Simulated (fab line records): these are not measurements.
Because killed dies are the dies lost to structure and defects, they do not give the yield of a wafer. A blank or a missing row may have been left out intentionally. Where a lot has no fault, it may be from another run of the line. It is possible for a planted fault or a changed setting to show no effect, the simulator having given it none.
Commonality check across tools	flow berkeley_cmos170	13 lots, 39 wafers sampled

REASON IT WAS OPENED
Flagged at UCB170_GATE_CD_MEAS_12: reading cd_nm, on 1 of 13 lots. No-fault wafers: 350.0 nm, standard deviation 1.5.
Rule: a lot is flagged in two cases, either no wafer of it has a number, or all its wafers with numbers fall more than 4 standard deviations from that mean. As for the other lots, they are considered sound.

lot	measured	on	cd_nm (nm), wafer by wafer	flag
L208	day 7 03:35	cd_sem-01	349.0 349.8 349.5	
L210	day 8 09:44	cd_sem-01	350.5 351.0 350.3	
L214	day 8 18:47	cd_sem-01	352.1 351.1 352.1	
L212	day 8 19:07	cd_sem-01	348.1 348.4 347.9	
L215	day 9 08:38	cd_sem-01	353.2 351.5 352.1	
L217	day 9 19:16	cd_sem-01	347.8 347.6 347.8	
L218	day 9 19:34	cd_sem-02	351.5 350.0 351.7	
L220	day 9 19:59	cd_sem-02	351.8 351.8 351.2	
L219	day 9 20:23	cd_sem-01	350.0 349.6 350.9	
L223	day 10 20:05	cd_sem-01	278.8 278.6 278.2	FLAGGED
L222	day 10 20:22	cd_sem-02	349.3 350.0 348.9	
L224	day 11 04:09	cd_sem-01	350.6 350.3 350.8	
L230	day 12 20:56	cd_sem-02	351.6 350.2 349.8	
The numbers of the flagged lots are 278.5 nm on average: -71.5 nm against the usual, or -48 standard deviations.

WHICH TOOL RAN EACH LOT
The record holds 1 process step before the reading, out of a route of 331 steps. Every cell lists first the tool, next ch and the chambers used by the sampled wafers, and last the start.
lot	flag	UCB170_GATE_EXPOSE_09
L208		krf_scanner-01 ch 0, day 7 03:08
L210		krf_scanner-01 ch 0, day 8 09:14
L214		krf_scanner-02 ch 0, day 8 18:24
L212		krf_scanner-01 ch 0, day 8 18:43
L215		krf_scanner-01 ch 0, day 9 07:47
L217		krf_scanner-01 ch 0, day 9 18:34
L218		krf_scanner-02 ch 0, day 9 18:57
L220		krf_scanner-01 ch 0, day 9 19:10
L219		krf_scanner-01 ch 0, day 9 19:17
L223	FLAGGED	krf_scanner-01 ch 0, day 10 19:29
L222		krf_scanner-01 ch 0, day 10 19:59
L224		krf_scanner-01 ch 0, day 11 03:41
L230		krf_scanner-01 ch 0, day 12 20:33
These steps, and what they do:
- UCB170_GATE_EXPOSE_09: exposes mask POLY, target cd 350 nm.
- UCB170_GATE_CD_MEAS_12: target cd 350 nm.

FLAGGED AGAINST TOTAL, ONE TOOL AT A TIME (gauges that did the reading follow at the end)
step	tool	lots run	flagged	share of the flagged lots	sound lots run after its first flagged lot
UCB170_GATE_EXPOSE_09	krf_scanner-01	11	1	all	3 (L222,L224,L230)
UCB170_GATE_EXPOSE_09	krf_scanner-02	2	0	none	-
UCB170_GATE_CD_MEAS_12	cd_sem-01	9	1	all	1 (L224)
UCB170_GATE_CD_MEAS_12	cd_sem-02	4	0	none	-

WHAT THE TABLE PERMITS
krf_scanner-01 at UCB170_GATE_EXPOSE_09 and cd_sem-01 at UCB170_GATE_CD_MEAS_12 are the 2 rows of the table that ran each flagged lot.
- krf_scanner-01 at UCB170_GATE_EXPOSE_09: 1 of its 11 lots flagged. Sound lots ran on it after the first flagged one (L222, L224, L230), which a lasting fault on the whole tool wouldn't allow.
- cd_sem-01 at UCB170_GATE_CD_MEAS_12: 1 of its 9 lots flagged. Sound lots ran on it after the first flagged one (L224), which a lasting fault on the whole tool wouldn't allow.
Not one row of the table ran every flagged lot while running no sound lot after the first.

WHAT HAD BEEN PUT IN BY THE SIMULATOR
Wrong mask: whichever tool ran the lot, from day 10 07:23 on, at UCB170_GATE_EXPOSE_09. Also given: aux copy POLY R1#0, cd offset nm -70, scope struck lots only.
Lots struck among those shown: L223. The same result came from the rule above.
